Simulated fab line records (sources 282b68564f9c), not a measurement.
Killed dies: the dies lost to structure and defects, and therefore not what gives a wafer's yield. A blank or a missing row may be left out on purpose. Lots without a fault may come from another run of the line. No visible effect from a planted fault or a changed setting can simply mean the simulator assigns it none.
fab line records | flow rit-cmos
[record] lots = 14 | wafers = 42 | last-day = 7
route steps=202 shown NRETRO@59 PRETRO@67 GATE@97 CONTACT@168
lots with no fault: from the same line, run without faults
start-h: the number of hours between the record's first day and the start of the first shown wafer of the lot | wait-h: how many hours have passed since the lot's step before this one | " same as the row above | L1.1+2: one row covering several wafers at once | - no value, or no start given | * or withheld: withheld | < > ~ a bound
route shown NAME@n: names a module that has steps shown in the file, with the first one's number in the route | usual: mean/standard deviation of fault-free wafers | same: alike in all rows | chamber/n: place in a boat | sites: each site's reading | _std_site: the values' standard deviation | _edge_site: inner sites' mean taken away from outer sites' mean | radius-mm: how far each site lies from the wafer's centre | mask NAME#n: copy n | behind: tool/chamber where the wafer was last shaped | hold: why the lot was held/for how many hours/how that ended | device: whichever transistor did not switch (one of n, p or np) | end of line: tests run on the same wafers once the route is complete | where a step has no rows: the recipe by itself | killed: dies that structure and defects cost at the first sort, which is not the same as the wafer's yield | map: dies across one wafer; x = killed, . = not, _ = none there
set.NAME: the setting the step ran with; set.NAME@STEP: the setting that earlier step ran with | model.NAME: the simulator's own value behind a step, which no gauge read
one table for each step of the route and one row for each wafer, over a sample of lots
services: the hour from which a tool's chamber was out of use, counted from the record's first day as start-h (under 0 if before that day), plus the number of hours and why
[[steps]]
[step RIT_NRETRO_OVL_MEAS_06]
[usual] NRETRO_OVL = 0.9/1.5
lot.wafer | tool       | chamber | start-h | wait-h | NRETRO_OVL[nm]
L887.1    | overlay-02 | -       | 32.52   | -      | 2.5
L887.3    | "          | -       | "       | "      | 3.1
L887.5    | "          | -       | "       | "      | 0.9
L888.3    | overlay-02 | -       | 34.52   | -      | 1.8
L888.4    | "          | -       | "       | "      | 1.8
L888.5    | "          | -       | "       | "      | 2.3
L889.2    | overlay-01 | -       | 40.36   | -      | -0.9
L889.4    | "          | -       | "       | "      | -0.9
L889.6    | "          | -       | "       | "      | -1.4
L890.3    | overlay-01 | -       | 45.84   | -      | 0.4
L890.4    | "          | -       | "       | "      | -1.1
L890.6    | "          | -       | "       | "      | 1.8
L891.1    | overlay-01 | -       | 52.08   | -      | 2.3
L891.2    | "          | -       | "       | "      | 1.0
L891.6    | "          | -       | "       | "      | 0.4
L892.3    | overlay-01 | -       | 58.12   | -      | 3.7
L892.4    | "          | -       | "       | "      | 3.8
L892.6    | "          | -       | "       | "      | 2.9
L893.1    | overlay-02 | -       | 62.56   | -      | -1.1
L893.2    | "          | -       | "       | "      | 0.3
L893.3    | "          | -       | "       | "      | -0.3
L894.2    | overlay-01 | -       | 66.08   | -      | 2.2
L894.4    | "          | -       | "       | "      | 1.8
L894.6    | "          | -       | "       | "      | 2.1
L895.3    | overlay-02 | -       | 71.29   | -      | -2.9
L895.4    | "          | -       | "       | "      | -0.8
L895.5    | "          | -       | "       | "      | -0.3
L898.2    | overlay-01 | -       | 84.76   | -      | 1.3
L898.3    | "          | -       | "       | "      | 1.5
L898.4    | "          | -       | "       | "      | 1.5
L905.1    | overlay-02 | -       | 128.26  | -      | 0.8
L905.3    | "          | -       | "       | "      | 1.5
L905.5    | "          | -       | "       | "      | 0.8
L906.1    | overlay-02 | -       | 133.85  | -      | -1.1
L906.2    | "          | -       | "       | "      | 0.0
L906.4    | "          | -       | "       | "      | 1.3
L909.3    | overlay-01 | -       | 140.83  | -      | 0.9
L909.5    | "          | -       | "       | "      | 0.1
L909.6    | "          | -       | "       | "      | 1.3
L910.3    | overlay-02 | -       | 147.42  | -      | 1.9
L910.4    | "          | -       | "       | "      | 2.6
L910.5    | "          | -       | "       | "      | 2.0
[step RIT_PRETRO_EXPOSE_03]
[recipe] mask-id = M5 | na = 0.57 | target-cd-nm = 43700 | dose-mj = 250
[usual] exposure-dose-mJ-cm2 = 249.95/0.26 | focus-offset-nm = 0.0/0.43
lot.wafer | tool             | chamber | start-h | wait-h | mask | exposure-dose-mJ-cm2 | focus-offset-nm
L887.1    | iline-stepper-02 | 0       | 33.77   | 0.2    | M5#0 | 250.12               | -0.9
L887.3    | "                | 0       | "       | "      | M5#0 | 250.55               | -0.7
L887.5    | "                | 0       | "       | "      | M5#0 | 250.25               | 0.1
L888.3    | iline-stepper-01 | 0       | 35.87   | 0.2    | M5#0 | 249.71               | 0.4
L888.4    | "                | 0       | "       | "      | M5#0 | 250.02               | -0.1
L888.5    | "                | 0       | "       | "      | M5#0 | 249.87               | -0.9
L889.2    | iline-stepper-02 | 0       | 41.62   | 0.2    | M5#0 | 250.01               | 0.4
L889.4    | "                | 0       | "       | "      | M5#0 | 249.49               | -0.7
L889.6    | "                | 0       | "       | "      | M5#0 | 249.89               | 0.2
L890.3    | iline-stepper-02 | 0       | 46.99   | 0.1    | M5#0 | 249.85               | -0.9
L890.4    | "                | 0       | "       | "      | M5#0 | 249.58               | -0.5
L890.6    | "                | 0       | "       | "      | M5#0 | 249.82               | -0.6
L891.1    | iline-stepper-01 | 0       | 53.33   | 0.2    | M5#0 | 249.73               | -0.2
L891.2    | "                | 0       | "       | "      | M5#0 | 249.90               | -0.5
L891.6    | "                | 0       | "       | "      | M5#0 | 249.47               | -0.1
L892.3    | iline-stepper-02 | 0       | 59.40   | 0.2    | M5#0 | 249.96               | 0.0
L892.4    | "                | 0       | "       | "      | M5#0 | 250.03               | 0.0
L892.6    | "                | 0       | "       | "      | M5#0 | 249.82               | 0.4
L893.1    | iline-stepper-02 | 0       | 63.68   | 0.1    | M5#0 | 249.62               | 1.0
L893.2    | "                | 0       | "       | "      | M5#0 | 250.00               | 0.2
L893.3    | "                | 0       | "       | "      | M5#0 | 249.84               | 0.3
L894.2    | iline-stepper-01 | 0       | 67.33   | 0.2    | M5#0 | 249.75               | -0.4
L894.4    | "                | 0       | "       | "      | M5#0 | 249.62               | -0.5
L894.6    | "                | 0       | "       | "      | M5#0 | 249.79               | 0.1
L895.3    | iline-stepper-02 | 0       | 72.56   | 0.2    | M5#0 | 249.92               | -0.5
L895.4    | "                | 0       | "       | "      | M5#0 | 249.67               | 0.3
L895.5    | "                | 0       | "       | "      | M5#0 | 250.17               | 0.4
L898.2    | iline-stepper-01 | 0       | 86.08   | 0.3    | M5#0 | 249.74               | 0.1
L898.3    | "                | 0       | "       | "      | M5#0 | 250.19               | 0.2
L898.4    | "                | 0       | "       | "      | M5#0 | 249.81               | 0.0
L905.1    | iline-stepper-01 | -       | 129.38  | 0.1    | M5#0 | -                    | -
L905.3    | "                | -       | "       | "      | M5#0 | -                    | -
L905.5    | "                | -       | "       | "      | M5#0 | -                    | -
L906.1    | iline-stepper-01 | -       | 135.17  | 0.1    | M5#0 | -                    | -
L906.2    | "                | -       | "       | "      | M5#0 | -                    | -
L906.4    | "                | -       | "       | "      | M5#0 | -                    | -
L909.3    | iline-stepper-01 | 0       | 141.97  | 0.1    | M5#0 | 249.79               | 0.4
L909.5    | "                | 0       | "       | "      | M5#0 | 250.11               | -0.8
L909.6    | "                | 0       | "       | "      | M5#0 | 249.95               | -0.3
L910.3    | iline-stepper-02 | 0       | 148.70  | 0.2    | M5#0 | 249.94               | 0.6
L910.4    | "                | 0       | "       | "      | M5#0 | 249.84               | -0.2
L910.5    | "                | 0       | "       | "      | M5#0 | 250.31               | -0.2
[step RIT_GATE_CD_MEAS_90]
[recipe] target-cd-nm = 150
[usual] cd-nm = 150.1/2.2
lot.wafer | tool      | chamber | start-h | wait-h | cd-nm
L887.1    | cd-sem-02 | -       | 40.18   | 0.1    | 151.8
L887.3    | "         | -       | "       | "      | 150.6
L887.5    | "         | -       | "       | "      | 149.4
L888.3    | cd-sem-02 | -       | 42.82   | 0.1    | 150.6
L888.4    | "         | -       | "       | "      | 149.1
L888.5    | "         | -       | "       | "      | 151.6
L889.2    | cd-sem-02 | -       | 49.52   | 0.1    | 152.6
L889.4    | "         | -       | "       | "      | 152.2
L889.6    | "         | -       | "       | "      | 150.6
L890.3    | cd-sem-02 | -       | 56.24   | 0.1    | 152.5
L890.4    | "         | -       | "       | "      | 152.1
L890.6    | "         | -       | "       | "      | 153.6
L891.1    | cd-sem-02 | -       | 59.41   | 0.1    | 151.2
L891.2    | "         | -       | "       | "      | 152.2
L891.6    | "         | -       | "       | "      | 151.0
L892.3    | cd-sem-02 | -       | 68.84   | 0.1    | 150.5
L892.4    | "         | -       | "       | "      | 150.6
L892.6    | "         | -       | "       | "      | 153.2
L893.1    | cd-sem-02 | -       | 72.30   | 0.1    | 151.1
L893.2    | "         | -       | "       | "      | 153.0
L893.3    | "         | -       | "       | "      | 151.4
L894.2    | cd-sem-02 | -       | 73.69   | 0.1    | 149.5
L894.4    | "         | -       | "       | "      | 149.8
L894.6    | "         | -       | "       | "      | 152.1
L895.3    | cd-sem-01 | -       | 81.00   | 0.1    | 147.0
L895.4    | "         | -       | "       | "      | 149.0
L895.5    | "         | -       | "       | "      | 146.6
L898.2    | cd-sem-01 | -       | 94.01   | 0.1    | 149.4
L898.3    | "         | -       | "       | "      | 150.8
L898.4    | "         | -       | "       | "      | 152.5
L905.1    | cd-sem-02 | -       | 137.79  | 0.1    | 148.5
L905.3    | "         | -       | "       | "      | 147.8
L905.5    | "         | -       | "       | "      | 146.7
L906.1    | cd-sem-02 | -       | 141.56  | 0.1    | 150.2
L906.2    | "         | -       | "       | "      | 152.0
L906.4    | "         | -       | "       | "      | 151.9
L909.3    | cd-sem-02 | -       | 153.43  | 0.1    | 147.7
L909.5    | "         | -       | "       | "      | 151.0
L909.6    | "         | -       | "       | "      | 145.8
L910.3    | cd-sem-02 | -       | 156.81  | 0.1    | 150.7
L910.4    | "         | -       | "       | "      | 151.4
L910.5    | "         | -       | "       | "      | 150.5
[step RIT_CONTACT_CVD_00]
[recipe] material = SiO2 | target-thk-nm = 400 | precursor = TEOS | temp-c = 390 | time-s = 61 | rf-w = 400
[usual] heater-power-w = 318/64
lot.wafer | tool     | chamber | start-h | wait-h | heater-power-w
L887.1    | pecvd-03 | 0       | 53.43   | 0.1    | 357
L887.3    | "        | 2       | "       | "      | 375
L887.5    | "        | 2       | "       | "      | 393
L888.3    | pecvd-01 | 1       | 56.01   | 0.0    | 390
L888.4    | "        | 0       | "       | "      | 220
L888.5    | "        | 1       | "       | "      | 306
L889.2    | pecvd-02 | 0       | 63.61   | 0.0    | 250
L889.4    | "        | 1       | "       | "      | 371
L889.6    | "        | 2       | "       | "      | 327
L890.3    | pecvd-03 | 2       | 70.15   | 0.0    | 401
L890.4    | "        | 1       | "       | "      | 242
L890.6    | "        | 0       | "       | "      | 339
L891.1    | pecvd-01 | 1       | 72.97   | 0.1    | 316
L891.2    | "        | 2       | "       | "      | 360
L891.6    | "        | 1       | "       | "      | 335
L892.3    | pecvd-02 | 0       | 82.74   | 0.0    | 258
L892.4    | "        | 2       | "       | "      | 374
L892.6    | "        | 0       | "       | "      | 263
L893.1    | pecvd-03 | 0       | 85.45   | 0.1    | 348
L893.2    | "        | 2       | "       | "      | 373
L893.3    | "        | 1       | "       | "      | 239
L894.2    | pecvd-01 | 0       | 88.38   | 0.0    | 224
L894.4    | "        | 2       | "       | "      | 385
L894.6    | "        | 1       | "       | "      | 383
L895.3    | pecvd-02 | 0       | 95.60   | 0.0    | 210
L895.4    | "        | 1       | "       | "      | 331
L895.5    | "        | 0       | "       | "      | 227
L898.2    | pecvd-02 | 2       | 108.96  | 0.0    | 377
L898.3    | "        | 0       | "       | "      | 243
L898.4    | "        | 2       | "       | "      | 300
L905.1    | pecvd-03 | 0       | 151.19  | 0.1    | 358
L905.3    | "        | 2       | "       | "      | 347
L905.5    | "        | 2       | "       | "      | 376
L906.1    | pecvd-01 | 1       | 154.53  | 0.1    | 305
L906.2    | "        | 0       | "       | "      | 204
L906.4    | "        | 2       | "       | "      | 375
L909.3    | pecvd-01 | 2       | 167.33  | 0.0    | 401
L909.5    | "        | 2       | "       | "      | 406
L909.6    | "        | 1       | "       | "      | 369
L910.3    | pecvd-02 | 1       | 171.06  | 0.0    | 341
L910.4    | "        | 2       | "       | "      | 386
L910.5    | "        | 1       | "       | "      | 359
[[services]]
tool             | chamber | start-h | hours | kind
pecvd-01         | -       | 34.03   | 0.3   | repair
pecvd-01         | -       | 45.28   | 9.0   | repair
pecvd-02         | -       | 56.10   | 5.5   | pm
pecvd-01         | -       | 58.40   | 2.8   | pm
pecvd-02         | -       | 74.59   | 2.8   | pm
pecvd-01         | 1       | 76.13   | 6.5   | repair
pecvd-01         | 0       | 90.10   | 3.4   | repair
iline-stepper-02 | -       | 100.88  | 1.7   | pm
pecvd-01         | -       | 103.49  | 0.5   | repair
pecvd-02         | -       | 109.90  | 0.8   | pm
pecvd-01         | -       | 129.91  | 0.5   | repair
[[key]]
[first-sign] step = RIT_PRETRO_EXPOSE_03 | reading = tool-record | direction = missing
effect none on later readings
met-at RIT_PRETRO_EXPOSE_03
struck-lots L905,L906
sort-left-out L905.1,L905.3,L905.5,L906.1,L906.2,L906.4
tester-left-out L905,L906
not-acting-at RIT_NRETRO_OVL_MEAS_06,RIT_GATE_CD_MEAS_90,RIT_CONTACT_CVD_00
onset-between 86.08 129.38
[fault] kind = skipped-step-whole | tool = iline-stepper-01 | chamber = - | onset-h = 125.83 | steps = RIT_PRETRO_EXPOSE_03 | scope = struck-lots-only
// tester-left-out: of these lots the tester's yield and bins aren't shown, on N5 and GAA mostly nor the transistor test; their killed dies are dies lost to structure and defects alone, not to doping, threshold or leakage, so they don't give the yield
// sort-left-out: the simulated sort isn't trusted on such a fault, so these wafers' sort isn't shown, and their yield isn't known
